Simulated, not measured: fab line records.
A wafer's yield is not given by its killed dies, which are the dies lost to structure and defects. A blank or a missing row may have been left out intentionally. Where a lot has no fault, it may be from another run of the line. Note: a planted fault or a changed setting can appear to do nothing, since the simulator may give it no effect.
The tool behind it: which one? || flow berkeley_cmos170 || 42 wafers from 14 lots sampled at 3 of the route's 331 steps

## WHAT THE GAUGES READ, wafer by wafer
UCB170_GATE_THK_MEAS_05.
{"lot": "L909", "measured": "day 6 18:37", "on": "film_metro-01", "GATE_POLY_THK (nm)": "211.6 209.9 209.8"}
{"lot": "L910", "measured": "day 7 07:06", "on": "film_metro-04", "GATE_POLY_THK (nm)": "211.6 210.3 212.3"}
{"lot": "L911", "measured": "day 7 07:06", "on": "film_metro-01", "GATE_POLY_THK (nm)": "212.7 214.0 213.7"}
{"lot": "L913", "measured": "day 7 21:23", "on": "film_metro-01", "GATE_POLY_THK (nm)": "214.5 214.2 212.5"}
{"lot": "L912", "measured": "day 7 21:24", "on": "film_metro-04", "GATE_POLY_THK (nm)": "215.2 214.2 215.4"}
{"lot": "L917", "measured": "day 8 22:08", "on": "film_metro-03", "GATE_POLY_THK (nm)": "211.2 212.9 211.9"}
{"lot": "L920", "measured": "day 9 04:46", "on": "film_metro-04", "GATE_POLY_THK (nm)": "218.2 216.8 217.9"}
{"lot": "L922", "measured": "day 10 04:39", "on": "film_metro-04", "GATE_POLY_THK (nm)": "214.5 215.9 215.0"}
{"lot": "L924", "measured": "day 10 04:40", "on": "film_metro-01", "GATE_POLY_THK (nm)": "211.6 211.6 210.5"}
{"lot": "L923", "measured": "day 10 04:43", "on": "film_metro-04", "GATE_POLY_THK (nm)": "211.7 211.8 211.0"}
{"lot": "L926", "measured": "day 10 18:04", "on": "film_metro-03", "GATE_POLY_THK (nm)": "213.7 214.0 213.2"}
{"lot": "L927", "measured": "day 10 18:07", "on": "film_metro-03", "GATE_POLY_THK (nm)": "213.2 214.0 213.9"}
{"lot": "L928", "measured": "day 11 06:07", "on": "film_metro-04", "GATE_POLY_THK (nm)": "215.8 215.2 213.9"}
{"lot": "L929", "measured": "day 11 20:55", "on": "film_metro-01", "GATE_POLY_THK (nm)": "213.2 215.1 213.1"}

UCB170_PLDD_OVL_MEAS_07.
{"lot": "L909", "measured": "day 6 21:47", "on": "overlay-01", "PLDD_OVL (nm)": "5 -1 -2"}
{"lot": "L910", "measured": "day 7 11:36", "on": "overlay-01", "PLDD_OVL (nm)": "-2 0 1"}
{"lot": "L911", "measured": "day 7 12:02", "on": "overlay-02", "PLDD_OVL (nm)": "4 2 0"}
{"lot": "L913", "measured": "day 8 02:59", "on": "overlay-02", "PLDD_OVL (nm)": "3 7 7"}
{"lot": "L912", "measured": "day 8 02:16", "on": "overlay-01", "PLDD_OVL (nm)": "11 9 16"}
{"lot": "L917", "measured": "day 9 01:11", "on": "overlay-01", "PLDD_OVL (nm)": "-3 -1 -2"}
{"lot": "L920", "measured": "day 9 08:02", "on": "overlay-01", "PLDD_OVL (nm)": "0 -3 -3"}
{"lot": "L922", "measured": "day 10 08:35", "on": "overlay-02", "PLDD_OVL (nm)": "-11 -4 -10"}
{"lot": "L924", "measured": "day 10 08:56", "on": "overlay-02", "PLDD_OVL (nm)": "-6 -8 0"}
{"lot": "L923", "measured": "day 10 08:42", "on": "overlay-01", "PLDD_OVL (nm)": "7 7 14"}
{"lot": "L926", "measured": "day 10 23:04", "on": "overlay-01", "PLDD_OVL (nm)": "5 8 2"}
{"lot": "L927", "measured": "day 10 23:20", "on": "overlay-01", "PLDD_OVL (nm)": "-1 -3 0"}
{"lot": "L928", "measured": "day 11 08:46", "on": "overlay-01", "PLDD_OVL (nm)": "3 -1 4"}
{"lot": "L929", "measured": "day 12 00:22", "on": "overlay-02", "PLDD_OVL (nm)": "2 4 1"}

## TOOL THAT RAN EACH LOT (tool first, then ch and the chambers of the sampled wafers, then the start)
{"lot": "L909", "UCB170_GATE_ETCH_14": "rie_diel-01 ch 0,1,3, day 6 20:06"}
{"lot": "L910", "UCB170_GATE_ETCH_14": "rie_diel-04 ch 0,1,3, day 7 08:31"}
{"lot": "L911", "UCB170_GATE_ETCH_14": "rie_diel-02 ch 0,1,3, day 7 08:47"}
{"lot": "L913", "UCB170_GATE_ETCH_14": "rie_diel-01 ch 1,2,3, day 8 00:35"}
{"lot": "L912", "UCB170_GATE_ETCH_14": "rie_diel-02 ch 1,3, day 8 00:24"}
{"lot": "L917", "UCB170_GATE_ETCH_14": "rie_diel-01 ch 0,1,2, day 8 23:36"}
{"lot": "L920", "UCB170_GATE_ETCH_14": "rie_diel-01 ch 0,2, day 9 06:17"}
{"lot": "L922", "UCB170_GATE_ETCH_14": "rie_diel-04 ch 1,2,3, day 10 06:35"}
{"lot": "L924", "UCB170_GATE_ETCH_14": "rie_diel-04 ch 1,2,3, day 10 06:50"}
{"lot": "L923", "UCB170_GATE_ETCH_14": "rie_diel-02 ch 0,2,3, day 10 06:51"}
{"lot": "L926", "UCB170_GATE_ETCH_14": "rie_diel-01 ch 0,2, day 10 20:20"}
{"lot": "L927", "UCB170_GATE_ETCH_14": "rie_diel-02 ch 0,1, day 10 20:44"}
{"lot": "L928", "UCB170_GATE_ETCH_14": "rie_diel-02 ch 0,2,3, day 11 07:10"}
{"lot": "L929", "UCB170_GATE_ETCH_14": "rie_diel-04 ch 0,2, day 11 22:32"}
- UCB170_GATE_ETCH_14: etches BARC in N2/H2.

## WHAT THE TOOLS THEMSELVES READ (means of the sampled wafers that have a number; where no wafer has one, the mark that the record gives instead)
UCB170_GATE_ETCH_14.
{"lot": "L909", "tool": "rie_diel-01", "drypump_motor_current_A (A)": 6.0, "oes_product_au (a.u.)": 1.029, "throttle_valve_pct (%)": 13.33}
{"lot": "L910", "tool": "rie_diel-04", "drypump_motor_current_A (A)": 5.9, "oes_product_au (a.u.)": 1.016, "throttle_valve_pct (%)": 13.44}
{"lot": "L911", "tool": "rie_diel-02", "drypump_motor_current_A (A)": 5.8, "oes_product_au (a.u.)": 0.999, "throttle_valve_pct (%)": 13.36}
{"lot": "L913", "tool": "rie_diel-01", "drypump_motor_current_A (A)": 5.7, "oes_product_au (a.u.)": 1.016, "throttle_valve_pct (%)": 13.13}
{"lot": "L912", "tool": "rie_diel-02", "drypump_motor_current_A (A)": 5.7, "oes_product_au (a.u.)": 1.007, "throttle_valve_pct (%)": 13.31}
{"lot": "L917", "tool": "rie_diel-01", "drypump_motor_current_A (A)": 5.6, "oes_product_au (a.u.)": 1.018, "throttle_valve_pct (%)": 13.23}
{"lot": "L920", "tool": "rie_diel-01", "drypump_motor_current_A (A)": 5.9, "oes_product_au (a.u.)": 1.024, "throttle_valve_pct (%)": 13.45}
{"lot": "L922", "tool": "rie_diel-04", "drypump_motor_current_A (A)": 5.9, "oes_product_au (a.u.)": 1.030, "throttle_valve_pct (%)": 13.34}
{"lot": "L924", "tool": "rie_diel-04", "drypump_motor_current_A (A)": 5.9, "oes_product_au (a.u.)": 1.029, "throttle_valve_pct (%)": 13.34}
{"lot": "L923", "tool": "rie_diel-02", "drypump_motor_current_A (A)": 5.6, "oes_product_au (a.u.)": 0.993, "throttle_valve_pct (%)": 13.32}
{"lot": "L926", "tool": "rie_diel-01", "drypump_motor_current_A (A)": 5.9, "oes_product_au (a.u.)": 1.031, "throttle_valve_pct (%)": 13.44}
{"lot": "L927", "tool": "rie_diel-02", "drypump_motor_current_A (A)": 5.8, "oes_product_au (a.u.)": 0.983, "throttle_valve_pct (%)": 13.33}
{"lot": "L928", "tool": "rie_diel-02", "drypump_motor_current_A (A)": 5.6, "oes_product_au (a.u.)": 0.998, "throttle_valve_pct (%)": 13.33}
{"lot": "L929", "tool": "rie_diel-04", "drypump_motor_current_A (A)": 5.8, "oes_product_au (a.u.)": 1.030, "throttle_valve_pct (%)": 13.63}

## THE ANSWER, worked out from the rows above alone
Rule: what is usual is taken from the lots themselves. The widest of any qualifying gaps counts: lots, ordered by their means at a reading, are off when they make up no more than a third of the lots, leave a main group of 4 or more, and stand apart from it by 3 or more times the standard deviation of that group's means. A main group is skipped when, at the precision printed for the reading in the tables above, its means are all equal. A lot without any number at a reading at which 4 lots or more have one is off too. Any other lot the step has rows for is counted as sound. After the gauges, taken in route order, come the tools' own readings; for these a lot's mean is taken, as printed above. The first step at which some lot is off is used, and at that step the reading that is off furthest; a lot without a number counts as furthest.
No lot is off on any of the readings shown, so nothing can be concluded from this.

## WHAT THE SIMULATOR HAD PUT IN
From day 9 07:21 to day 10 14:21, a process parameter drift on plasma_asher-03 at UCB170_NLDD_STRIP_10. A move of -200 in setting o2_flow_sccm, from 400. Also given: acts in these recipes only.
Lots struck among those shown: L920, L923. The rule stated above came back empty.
